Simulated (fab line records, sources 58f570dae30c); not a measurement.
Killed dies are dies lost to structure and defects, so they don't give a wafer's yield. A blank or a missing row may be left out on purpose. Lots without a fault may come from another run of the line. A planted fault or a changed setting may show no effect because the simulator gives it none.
Which tool did it? | flow berkeley_cmos170 | 24 lots, 72 wafers sampled, at 6 steps of a route of 331

WHAT THE GAUGES READ, wafer by wafer
UCB170_NWELL_TW_MEAS_16. Usual: NWELL_TW 1238, standard deviation 17.
lot  | measured    | on            | NWELL_TW       | flag
L074 | day 3 01:26 | film_metro-03 | 1217 1215 1209 |
L075 | day 3 01:41 | film_metro-04 | 1264 1261 1259 |
L076 | day 3 12:49 | film_metro-03 | 1213 1210 1207 |
L077 | day 3 12:59 | film_metro-03 | 1215 1213 1215 |
L080 | day 3 18:34 | film_metro-03 | 1216 1211 1216 |
L078 | day 3 18:38 | film_metro-04 | 1257 1254 1255 |
L079 | day 3 18:54 | film_metro-03 | 1220 1211 1214 |
L081 | day 4 01:37 | film_metro-04 | 1251 1252 1246 |
L082 | day 4 05:59 | film_metro-04 | 1244 1249 1252 |
L083 | day 4 05:59 | film_metro-01 | 1251 1252 1248 |
L084 | day 4 15:38 | film_metro-04 | 1251 1257 1249 |
L085 | day 4 15:55 | film_metro-03 | 1224 1222 1221 |
L086 | day 5 01:02 | film_metro-01 | 1240 1241 1234 |
L087 | day 5 06:47 | film_metro-03 | 1224 1235 1237 |
L088 | day 5 13:38 | film_metro-04 | 1253 1249 1251 |
L089 | day 5 13:58 | film_metro-01 | 1246 1242 1246 |
L090 | day 5 22:01 | film_metro-01 | 1244 1239 1239 |
L091 | day 6 06:29 | film_metro-03 | 1220 1226 1215 |
L092 | day 6 06:32 | film_metro-04 | 1245 1243 1248 |
L093 | day 6 15:56 | film_metro-03 | 1219 1222 1219 |
L095 | day 6 20:28 | film_metro-01 | 1250 1250 1250 |
L094 | day 6 20:43 | film_metro-01 | 1246 1247 1250 |
L097 | day 7 03:28 | film_metro-04 | 1261 1262 1264 |
L096 | day 7 03:32 | film_metro-01 | 1249 1248 1246 |

UCB170_FIELD_THK_MEAS_02. Usual: FIELD_OXIDE_THK 551 nm, standard deviation 13.
lot  | measured    | on            | FIELD_OXIDE_THK (nm) | flag
L074 | day 5 17:23 | film_metro-02 | 534 537 536          |
L075 | day 5 17:24 | film_metro-04 | 548 553 544          |
L076 | day 6 06:04 | film_metro-04 | 553 552 554          |
L077 | day 6 06:04 | film_metro-02 | 530 535 532          |
L080 | day 6 06:04 | film_metro-01 | 549 531 545          |
L078 | day 6 06:09 | film_metro-02 | 565 573 563          |
L079 | day 6 06:08 | film_metro-04 | 555 550 547          |
L081 | day 6 20:02 | film_metro-04 | 537 547 547          |
L082 | day 6 20:07 | film_metro-01 | 566 551 553          |
L083 | day 6 20:04 | film_metro-01 | 537 546 551          |
L084 | day 7 08:19 | film_metro-02 | 565 560 566          |
L085 | day 7 08:19 | film_metro-01 | 564 567 560          |
L086 | day 7 17:11 | film_metro-01 | 536 544 537          |
L087 | day 7 17:12 | film_metro-02 | 558 555 560          |
L088 | day 8 11:12 | film_metro-01 | 562 557 555          |
L089 | day 8 11:11 | film_metro-02 | 570 562 561          |
L090 | day 8 11:15 | film_metro-02 | 525 531 528          |
L091 | day 8 20:56 | film_metro-04 | 551 553 544          |
L092 | day 8 20:56 | film_metro-02 | 549 562 560          |
L093 | day 9 12:38 | film_metro-02 | 580 574 582          |
L095 | day 9 10:52 | film_metro-02 | 550 535 550          |
L094 | day 9 12:38 | film_metro-01 | 564 567 562          |
L097 | day 9 20:10 | film_metro-02 | 534 544 556          |
L096 | day 9 20:08 | film_metro-01 | 540 537 545          |

UCB170_SCREENOX_THK_MEAS_02. Usual: SCREENOX_OXIDE_THK 14.3 nm, standard deviation 0.35.
lot  | measured     | on            | SCREENOX_OXIDE_THK (nm) | flag
L074 | day 6 15:43  | film_metro-03 | 14.5 14.6 14.6          |
L075 | day 6 15:40  | film_metro-03 | 14.0 14.1 14.1          |
L076 | day 7 02:43  | film_metro-01 | 14.3 14.2 14.4          |
L077 | day 7 02:46  | film_metro-02 | 14.8 14.7 14.6          |
L080 | day 7 02:43  | film_metro-02 | 14.0 14.2 14.4          |
L078 | day 7 02:46  | film_metro-03 | 14.4 14.3 14.2          |
L079 | day 7 02:46  | film_metro-01 | 14.6 14.8 14.7          |
L081 | day 7 15:59  | film_metro-03 | 13.9 13.8 14.0          |
L082 | day 7 16:00  | film_metro-02 | 14.1 14.1 14.1          |
L083 | day 7 16:01  | film_metro-01 | 13.9 13.7 13.9          |
L084 | day 8 04:10  | film_metro-01 | 13.5 13.7 13.7          |
L085 | day 8 04:10  | film_metro-02 | 14.1 14.0 14.1          |
L086 | day 8 12:24  | film_metro-03 | 14.0 13.9 14.0          |
L087 | day 8 12:25  | film_metro-02 | 13.6 13.8 13.7          |
L088 | day 9 07:03  | film_metro-02 | 14.6 14.8 14.5          |
L089 | day 9 07:02  | film_metro-01 | 14.4 14.6 14.8          |
L090 | day 9 07:02  | film_metro-03 | 14.3 14.3 14.1          |
L091 | day 9 13:08  | film_metro-01 | 14.4 14.5 14.3          |
L092 | day 9 13:08  | film_metro-02 | 14.5 14.3 14.5          |
L093 | day 10 07:34 | film_metro-02 | 14.9 14.9 15.0          |
L095 | day 10 07:36 | film_metro-01 | 14.8 14.8 14.7          |
L094 | day 10 07:34 | film_metro-03 | 14.5 14.4 14.5          |
L097 | day 10 15:52 | film_metro-03 | 14.5 14.4 14.2          |
L096 | day 10 15:51 | film_metro-02 | 14.5 14.2 14.4          |

UCB170_NLDD_OVL_MEAS_07. Usual: NLDD_OVL -5 nm, standard deviation 4.5.
lot  | measured     | on         | NLDD_OVL (nm) | flag
L074 | day 7 15:55  | overlay-02 | -9 -11 -10    |
L075 | day 7 17:55  | overlay-02 | -11 -8 -11    |
L076 | day 8 08:34  | overlay-01 | -2 -5 -8      |
L077 | day 8 09:03  | overlay-01 | -7 -13 1      |
L080 | day 8 09:11  | overlay-02 | -2 -5 -1      |
L078 | day 8 07:50  | overlay-01 | 0 0 -5        |
L079 | day 8 08:49  | overlay-02 | -18 -11 -12   |
L081 | day 9 01:50  | overlay-02 | -6 -5 -1      |
L082 | day 9 03:17  | overlay-01 | -8 -9 -3      |
L083 | day 9 02:56  | overlay-02 | 2 -7 -7       |
L084 | day 9 11:49  | overlay-01 | -6 -5 -6      |
L085 | day 9 11:35  | overlay-02 | -5 -3 -11     |
L086 | day 9 17:46  | overlay-01 | -3 1 1        |
L087 | day 9 17:53  | overlay-01 | -4 -8 -3      |
L088 | day 10 14:52 | overlay-02 | -3 -6 -4      |
L089 | day 10 13:35 | overlay-02 | -6 -1 1       |
L090 | day 10 15:08 | overlay-02 | -1 1 8        |
L091 | day 10 15:01 | overlay-01 | -4 -9 -7      |
L092 | day 10 15:17 | overlay-01 | -5 -5 -1      |
L093 | day 11 13:51 | overlay-02 | -13 -6 -4     |
L095 | day 11 14:08 | overlay-02 | -6 -14 -4     |
L094 | day 11 14:27 | overlay-02 | -13 -11 -7    |
L097 | day 11 22:44 | overlay-02 | 4 -4 -1       |
L096 | day 11 22:31 | overlay-01 | -4 -5 -3      |

UCB170_V2_CD_MEAS_90: target cd 700 nm. Usual: cd_nm 699.7 nm, standard deviation 1.5.
lot  | measured     | on        | cd_nm (nm)        | flag
L074 | day 9 14:41  | cd_sem-02 | 699.7 699.0 699.0 |
L075 | day 9 09:50  | cd_sem-02 | 698.9 701.4 698.0 |
L076 | day 10 02:04 | cd_sem-01 | 699.8 699.1 700.9 |
L077 | day 10 05:42 | cd_sem-02 | 699.2 699.7 701.0 |
L080 | day 10 06:04 | cd_sem-02 | 698.4 698.5 697.5 |
L078 | day 10 01:22 | cd_sem-02 | 699.2 699.6 699.5 |
L079 | day 10 02:20 | cd_sem-01 | 697.4 697.1 696.5 |
L081 | day 10 16:36 | cd_sem-01 | 698.9 700.2 699.2 |
L082 | day 10 20:02 | cd_sem-02 | 702.1 701.0 701.1 |
L083 | day 10 21:40 | cd_sem-02 | 700.2 701.0 701.9 |
L084 | day 10 20:22 | cd_sem-01 | 698.5 699.3 700.4 |
L085 | day 10 20:52 | cd_sem-01 | 703.1 701.5 702.3 |
L086 | day 11 03:50 | cd_sem-01 | 700.6 699.0 700.7 |
L087 | day 11 05:40 | cd_sem-01 | 701.6 701.2 700.8 |
L088 | day 11 20:31 | cd_sem-02 | 701.9 702.2 702.2 |
L089 | day 11 18:53 | cd_sem-02 | 699.4 697.7 698.5 |
L090 | day 11 22:08 | cd_sem-02 | 703.2 698.9 698.3 |
L091 | day 12 00:07 | cd_sem-02 | 698.7 698.7 699.5 |
L092 | day 12 00:23 | cd_sem-01 | 697.5 699.7 700.0 |
L093 | day 12 23:47 | cd_sem-02 | 698.3 698.9 698.1 |
L095 | day 12 22:28 | cd_sem-01 | 700.0 698.9 699.6 |
L094 | day 13 00:23 | cd_sem-02 | 698.7 698.8 699.9 |
L097 | day 13 06:11 | cd_sem-02 | 698.3 698.9 697.5 |
L096 | day 13 07:20 | cd_sem-02 | 699.5 698.2 697.2 |

WHICH TOOL RAN EACH LOT (tool, then ch and the chambers of the sampled wafers, then the start)
lot  | UCB170_NWELL_STRIP_15
L074 | plasma_asher-04 ch 0,1, day 3 01:20
L075 | plasma_asher-02 ch 0,1, day 3 01:35
L076 | plasma_asher-03 ch 0,1, day 3 12:43
L077 | plasma_asher-03 ch 0,1, day 3 12:53
L080 | plasma_asher-02 ch 0,1, day 3 18:28
L078 | plasma_asher-03 ch 0,1, day 3 18:34
L079 | plasma_asher-02 ch 0,1, day 3 18:48
L081 | plasma_asher-03 ch 0,1, day 4 01:31
L082 | plasma_asher-02 ch 0, day 4 05:53
L083 | plasma_asher-03 ch 0,1, day 4 05:53
L084 | plasma_asher-02 ch 0,1, day 4 15:33
L085 | plasma_asher-03 ch 0,1, day 4 15:50
L086 | plasma_asher-03 ch 0,1, day 5 00:56
L087 | plasma_asher-03 ch 0,1, day 5 06:41
L088 | plasma_asher-03 ch 1, day 5 13:32
L089 | plasma_asher-03 ch 0,1, day 5 13:52
L090 | plasma_asher-04 ch 0,1, day 5 21:55
L091 | plasma_asher-02 ch 0,1, day 6 06:23
L092 | plasma_asher-03 ch 0,1, day 6 06:27
L093 | plasma_asher-04 ch 0,1, day 6 15:50
L095 | plasma_asher-04 ch 0,1, day 6 20:21
L094 | plasma_asher-02 ch 0,1, day 6 20:37
L097 | plasma_asher-04 ch 0,1, day 7 03:22
L096 | plasma_asher-02 ch 0,1, day 7 03:26
- UCB170_NWELL_STRIP_15: strips in O2.

WHAT THE TOOLS THEMSELVES READ (means of the sampled wafers that have a number; where no wafer has one, the mark that the record gives instead)
UCB170_NWELL_STRIP_15. Usual: drypump_motor_current_A 5.9 A, standard deviation 0.34; oes_product_au 0.721 a.u., standard deviation 0.0047; strip_time_to_endpoint_s 18.02 s, standard deviation 0.082.
lot  | tool            | drypump_motor_current_A (A) | oes_product_au (a.u.) | strip_time_to_endpoint_s (s) | flag
L074 | plasma_asher-04 | 6.3                         | 0.716                 | 18.07                        |
L075 | plasma_asher-02 | 6.0                         | 0.723                 | 17.84                        |
L076 | plasma_asher-03 | 5.7                         | 0.720                 | 17.96                        |
L077 | plasma_asher-03 | 5.9                         | 0.722                 | 17.99                        |
L080 | plasma_asher-02 | 5.8                         | 0.718                 | 17.99                        |
L078 | plasma_asher-03 | 6.0                         | 0.716                 | 17.97                        |
L079 | plasma_asher-02 | 5.9                         | 0.726                 | 18.11                        |
L081 | plasma_asher-03 | 5.9                         | 0.721                 | 18.04                        |
L082 | plasma_asher-02 | 5.6                         | 0.721                 | 18.05                        |
L083 | plasma_asher-03 | 5.7                         | 0.730                 | 18.02                        |
L084 | plasma_asher-02 | 6.0                         | 0.721                 | 18.16                        |
L085 | plasma_asher-03 | 5.9                         | 0.725                 | 18.03                        |
L086 | plasma_asher-03 | 5.9                         | 0.724                 | 17.96                        |
L087 | plasma_asher-03 | 5.7                         | 0.722                 | 18.14                        |
L088 | plasma_asher-03 | 5.4                         | 0.718                 | 18.05                        |
L089 | plasma_asher-03 | 5.7                         | 0.722                 | 17.99                        |
L090 | plasma_asher-04 | 6.3                         | 0.718                 | 18.11                        |
L091 | plasma_asher-02 | 6.0                         | 0.724                 | 18.00                        |
L092 | plasma_asher-03 | 5.9                         | 0.720                 | 18.07                        |
L093 | plasma_asher-04 | 6.3                         | 0.715                 | 18.02                        |
L095 | plasma_asher-04 | 6.3                         | 0.727                 | 18.03                        |
L094 | plasma_asher-02 | 6.0                         | 0.718                 | 17.95                        |
L097 | plasma_asher-04 | 6.3                         | 0.718                 | 18.04                        |
L096 | plasma_asher-02 | 6.0                         | 0.719                 | 18.05                        |

THE ANSWER, worked out from the rows above alone
Rule: a lot is off if the mean of its wafers that have a number lies more than 3 standard deviations from the usual mean. A lot without any number at a reading at which 4 lots or more have one is off too. The other lots that the step has rows for count as sound. The gauges are gone through in route order, then the tools' own readings, and for those a lot's mean is taken as printed above. The first step at which some lot is off is used, and at that step the reading that is off furthest; a lot without a number counts as furthest.
No lot is off at any reading shown: from this, nothing can be told.

WHAT THE SIMULATOR HAD PUT IN
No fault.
